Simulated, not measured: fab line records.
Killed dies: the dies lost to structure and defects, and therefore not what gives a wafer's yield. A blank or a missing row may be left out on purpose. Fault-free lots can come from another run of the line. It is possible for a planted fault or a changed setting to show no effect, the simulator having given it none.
A struck lot beside a sound one :: flow ritCmos :: 14 out of 202 route steps
Sound: wafers L171.1, L171.3, L171.4. The struck wafers were L191.1, L191.2, L191.4. The cause is named last.
Per side, at each step with rows, come the tool, then ch with its chambers, and then its first start. Under that, the readings that differ: sound wafers :: struck wafers :: difference of the means :: sigmas: that difference in standard deviations of wafers without a fault.
alike: same words and numbers on both sides, and readings whose means sit less than 2 such deviations apart. not compared: any withheld reading, any reading some wafer has no value for, any bound like >300 that may hide the same value, and any number with overlapping values for which the record gives no deviation.
A row with sigmas, a row that says differs or no value, or rows on one side alone: a step with any of these is where the two part. When numbers do not overlap yet have no deviation, they are printed without sigmas and do not part them. A reading missing from all wafers of one side parts the sides only when that side holds two or more wafers.

first, 2 steps without rows for these wafers: RIT_NSD_PEB_04; RIT_NSD_DEVELOP_05 (develop time 50 s).
RIT_NSD_OVL_MEAS_06:
  sound: overlay-01 at day 3 00:55; struck: overlay-02 at day 7 05:26
  alike: NSD_OVL
then, 2 steps without rows for these wafers: RIT_NSD_HARDBAKE_07 (time 60 s); RIT_NSD_IMPLANT_08.
RIT_NSD_STRIP_09: strips in O2, time 180 s.
  sound on plasmaAsher-01 ch 0,1, day 3 01:15; struck on plasmaAsher-04 ch 0,1, day 7 05:50
  alike: drypumpMotorCurrentA
  not compared: rfHoursCounterH
RIT_NSD_TW_MEAS_10:
  sound: filmMetro-01 at day 3 01:25; struck: filmMetro-01 at day 7 06:01
  alike: NSD_TW
then, 5 steps without rows for these wafers: RIT_PSD_HMDS_00 (prime time 60 s); RIT_PSD_COAT_01 (resist thk 1000 nm); RIT_PSD_SOFTBAKE_02 (time 60 s); RIT_PSD_EXPOSE_03 (exposes mask M10, target cd 40900 nm); RIT_PSD_PEB_04.
RIT_PSD_DEVELOP_05: develop time 50 s.
  struck on lithoTrack-03, day 7 06:00; sound on lithoTrack-03 ch 0, day 3 02:00
  no value came back on the struck wafers for chillPlateTempC (C), developTimeS (s), exhaustPa (Pa); on the sound wafers chillPlateTempC (C) reads 23.03 22.79 23.12
RIT_PSD_OVL_MEAS_06:
  sound: overlay-02 at day 3 02:40; struck: overlay-02 at day 7 06:58
reading: PSD_OVL (nm)
sound: -0.7 -1.4 1.0
struck: - - -
difference: no value on the struck wafers
sigmas: 

## WHERE THEY PART
At RIT_PSD_DEVELOP_05 first; at RIT_PSD_OVL_MEAS_06 last (within this record only).

WHY: the cause the simulator had injected
Whole step skipped at RIT_PSD_DEVELOP_05 on lithoTrack-03, starting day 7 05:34. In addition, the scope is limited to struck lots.
